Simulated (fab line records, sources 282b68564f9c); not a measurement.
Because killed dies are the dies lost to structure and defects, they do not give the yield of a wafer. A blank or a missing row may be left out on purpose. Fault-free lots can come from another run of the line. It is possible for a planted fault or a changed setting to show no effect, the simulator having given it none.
fab line records | flow rit-cmos
record: lots: 13 wafers: 39 last-day: 7
route steps=202 shown WELLDRIVE@50 NWELL@51 PWELL@52
lots that met no fault: from a run of the same line without faults
start-h: start of the lot's first displayed wafer, in hours after the record's first day | wait-h: hours since the lot's step before | " as in the row above | L1.1+2: a single row standing in for several wafers | - either no value or no given start | * or withheld: withheld | < > ~ a bound
route shown NAME@n: names a module that has steps shown in the file, with the first one's number in the route | usual: average and standard deviation across the fault-free wafers | same: alike in all rows | chamber/n: place in a boat | sites: the reading at each site | _std_site: the standard deviation of these | _edge_site: inner sites' mean taken away from outer sites' mean | radius-mm: how far each site lies from the wafer's centre | mask NAME#n: copy n | behind: the most recent tool/chamber to have shaped the wafer | hold: what put the lot on hold/how long, in hours/how the hold closed | device: names the non-switching transistor (n, p or np) | end of line: the same wafers' tests at the end of the route | a step with no rows: only its recipe | killed: count of dies lost to structure and defects at first sort (not the wafer's yield) | map: per-die view of a wafer (x killed, . not killed, _ where there is no die)
set.NAME: the setting the step ran with; set.NAME@STEP: the setting that earlier step ran with | model.NAME: the simulator's own value behind a step, which no gauge read
a sample of lots followed through the steps of the route, with each step as a table and each wafer as a row
services: a tool's chamber out of use, with start hour (start-h, from the record's first day; less than 0 if before it), hours out, and reason
== steps ==
step: RIT_WELLDRIVE_ANNEAL_00
recipe: temp-c: 1100 time-s: 14700 ambient: N2
usual: spike-tc-centre-C: 1102.1/1.3 spike-tc-load-C: 1127.8/1.5 spike-tc-source-C: 1123/3.7 tube-center-temp-C: 1100/0.093 tube_center_temp_C_max: 1102.8/0.45
columns lot.wafer tool chamber start-h wait-h spike-tc-centre-C spike-tc-load-C spike-tc-source-C tube-center-temp-C tube_center_temp_C_max
L214.1 furnace-01 0 25.29 1.1 1102.4 1126.9 1126 1100 1103.0
L214.4 " 0 " " 1100.8 1127.2 1125 1100.1 1102.6
L214.6 " 0 " " 1100.4 1125.8 1126 1100.1 1102.2
L215.1 furnace-03 0 30.26 0.6 1101.8 1128.7 1126 1100 1102.6
L215.3 " 0 " " 1100.1 1128.5 1124 1099.8 1102.1
L215.4 " 0 " " 1101.4 1127.8 1124 1100 1103.1
L221.3 furnace-03 0 59.71 0.1 1101.1 1129.3 1126 1099.9 1102.3
L221.4 " 0 " " 1100.5 1127.6 1125 1100 1102.8
L221.6 " 0 " " 1101.1 1127.0 1124 1100.1 1103.6
L224.1 furnace-03 0 76.15 1.1 1081.9 1111.1 1106 1082 1085.4
L224.2 " 0 " " 1082.8 1108.6 1106 1082.1 1084.3
L224.6 " 0 " " 1084.5 1110.0 1107 1082.1 1084.6
L225.1 furnace-03 0 81.24 1.0 1082.8 1109.6 1107 1082.1 1085.5
L225.3 " 0 " " 1082.7 1110.0 1106 1081.9 1084.3
L225.5 " 0 " " 1083.7 1109.3 1106 1081.8 1084.8
L227.3 furnace-03 0 90.27 0.1 1083.7 1110.5 1107 1081.9 1085.4
L227.4 " 0 " " 1085.6 1110.8 1106 1082 1084.0
L227.5 " 0 " " 1084.0 1108.5 1107 1081.8 1084.5
L229.1 furnace-04 0 99.14 0.1 1103.6 1130.2 1118 1099.9 1103.1
L229.5 " 0 " " 1102.7 1129.3 1117 1100 1103.2
L229.6 " 0 " " 1104.9 1128.8 1114 1100.1 1103.0
L230.3 furnace-01 0 103.90 0.9 1102.3 1127.4 1125 1099.9 1102.8
L230.4 " 0 " " 1101.5 1126.6 1125 1099.9 1102.5
L230.5 " 0 " " 1102.6 1127.2 1125 1100.2 1103.2
L231.1 furnace-04 0 108.92 0.6 1104.4 1129.8 1118 1100 1102.8
L231.2 " 0 " " 1102.2 1130.0 1115 1100 1102.2
L231.6 " 0 " " 1104.3 1129.0 1115 1100 1103.7
L232.2 furnace-01 0 114.70 0.0 1103.3 1126.1 1124 1100.1 1102.6
L232.4 " 0 " " 1101.4 1129.1 1124 1099.9 1103.6
L232.6 " 0 " " 1102.0 1126.1 1126 1100.1 1102.8
L233.1 furnace-01 0 120.03 0.4 1101.3 1127.2 1126 1100.1 1103.5
L233.4 " 0 " " 1103.6 1127.0 1128 1100 1103.1
L233.6 " 0 " " 1102.2 1126.7 1125 1100.1 1103.1
L234.1 furnace-04 0 125.49 0.1 1102.1 1127.5 1116 1100 1102.4
L234.5 " 0 " " 1102.1 1128.5 1118 1100 1103.2
L234.6 " 0 " " 1103.0 1127.2 1116 1100 1102.7
L236.2 furnace-04 0 134.25 0.6 1103.8 1130.9 1117 1100 1102.3
L236.4 " 0 " " 1103.4 1131.7 1119 1100.1 1102.7
L236.5 " 0 " " 1103.2 1130.0 1118 1099.9 1102.9
step: RIT_WELLDRIVE_RS_MEAS_01
recipe: thk-meas-gauge: four-point-probe
usual: NWELL_RS: 275.4/0.82
columns lot.wafer tool chamber start-h wait-h NWELL_RS[ohm/sq]
L214.1 film-metro-01 - 30.37 0.0 273.7
L214.4 " - " " 275.9
L214.6 " - " " 274.5
L215.1 film-metro-02 - 35.34 0.0 273.3
L215.3 " - " " 273.7
L215.4 " - " " 274.5
L221.3 film-metro-01 - 64.84 0.0 275.6
L221.4 " - " " 275.6
L221.6 " - " " 276.1
L224.1 film-metro-02 - 81.24 0.0 295.0
L224.2 " - " " 295.0
L224.6 " - " " 293.9
L225.1 film-metro-04 - 86.32 0.0 296.4
L225.3 " - " " 296.0
L225.5 " - " " 295.9
L227.3 film-metro-01 - 95.40 0.0 295.0
L227.4 " - " " 295.4
L227.5 " - " " 296.1
L229.1 film-metro-02 - 104.22 0.0 275.2
L229.5 " - " " 275.7
L229.6 " - " " 276.3
L230.3 film-metro-02 - 109.02 0.0 276.0
L230.4 " - " " 276.1
L230.5 " - " " 275.3
L231.1 film-metro-01 - 114.01 0.0 274.5
L231.2 " - " " 275.1
L231.6 " - " " 275.1
L232.2 film-metro-01 - 119.80 0.0 275.2
L232.4 " - " " 275.6
L232.6 " - " " 275.8
L233.1 film-metro-04 - 125.12 0.0 276.6
L233.4 " - " " 277.4
L233.6 " - " " 276.4
L234.1 film-metro-02 - 130.57 0.0 276.4
L234.5 " - " " 276.1
L234.6 " - " " 275.3
L236.2 film-metro-02 - 139.35 0.0 275.2
L236.4 " - " " 275.1
L236.5 " - " " 275.2
step: RIT_WELLDRIVE_RS_MEAS_02
recipe: thk-meas-gauge: four-point-probe
usual: PWELL_RS: 429.1/1.3
columns lot.wafer tool chamber start-h wait-h PWELL_RS[ohm/sq]
L214.1 film-metro-01 - 30.49 0.1 428.4
L214.4 " - " " 428.2
L214.6 " - " " 428.1
L215.1 film-metro-02 - 35.46 0.1 430.0
L215.3 " - " " 429.2
L215.4 " - " " 429.3
L221.3 film-metro-01 - 64.96 0.1 428.7
L221.4 " - " " 429.5
L221.6 " - " " 428.3
L224.1 film-metro-02 - 81.36 0.1 447.1
L224.2 " - " " 447.4
L224.6 " - " " 447.2
L225.1 film-metro-04 - 86.44 0.1 449.6
L225.3 " - " " 450.4
L225.5 " - " " 449.7
L227.3 film-metro-01 - 95.52 0.1 447.8
L227.4 " - " " 448.9
L227.5 " - " " 448.4
L229.1 film-metro-02 - 104.34 0.1 430.1
L229.5 " - " " 428.5
L229.6 " - " " 428.1
L230.3 film-metro-02 - 109.14 0.1 431.0
L230.4 " - " " 431.4
L230.5 " - " " 430.7
L231.1 film-metro-01 - 114.13 0.1 431.3
L231.2 " - " " 429.6
L231.6 " - " " 430.8
L232.2 film-metro-01 - 119.92 0.1 429.4
L232.4 " - " " 429.3
L232.6 " - " " 429.0
L233.1 film-metro-04 - 125.24 0.1 430.1
L233.4 " - " " 430.3
L233.6 " - " " 430.1
L234.1 film-metro-02 - 130.69 0.1 428.3
L234.5 " - " " 427.3
L234.6 " - " " 428.5
L236.2 film-metro-02 - 139.47 0.1 429.4
L236.4 " - " " 429.9
L236.5 " - " " 430.3
== services ==
columns tool chamber start-h hours kind
furnace-03 - 27.62 2.6 pm
furnace-04 - 63.59 3.1 pm
== key ==
first-sign: step: RIT_WELLDRIVE_ANNEAL_00 reading: tube-center-temp-C direction: down sigmas: 99+ usual: * struck: *
effect: step: RIT_WELLDRIVE_ANNEAL_00 reading: tube_center_temp_C_max direction: down sigmas: 40 usual: * struck: *
effect: step: RIT_WELLDRIVE_RS_MEAS_01 reading: NWELL_RS direction: up sigmas: 24 usual: 275.4 struck: 295.4
effect: step: RIT_WELLDRIVE_RS_MEAS_02 reading: PWELL_RS direction: up sigmas: 15 usual: 429.1 struck: 448.5
met-at RIT_WELLDRIVE_ANNEAL_00
struck-lots L224,L225,L227
tester-left-out L224,L225,L227
fault: kind: process-parameter-drift tool: furnace-03 chamber: - onset-h: 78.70 steps: RIT_WELLDRIVE_ANNEAL_00 channel: temp-c offset: * shape: step end-h: 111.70 acts-in: * stated: *
tester-left-out: of these lots the tester's yield and bins aren't shown, on N5 and GAA mostly nor the transistor test; their killed dies are dies lost to structure and defects alone, not to doping, threshold or leakage, so they don't give the yield
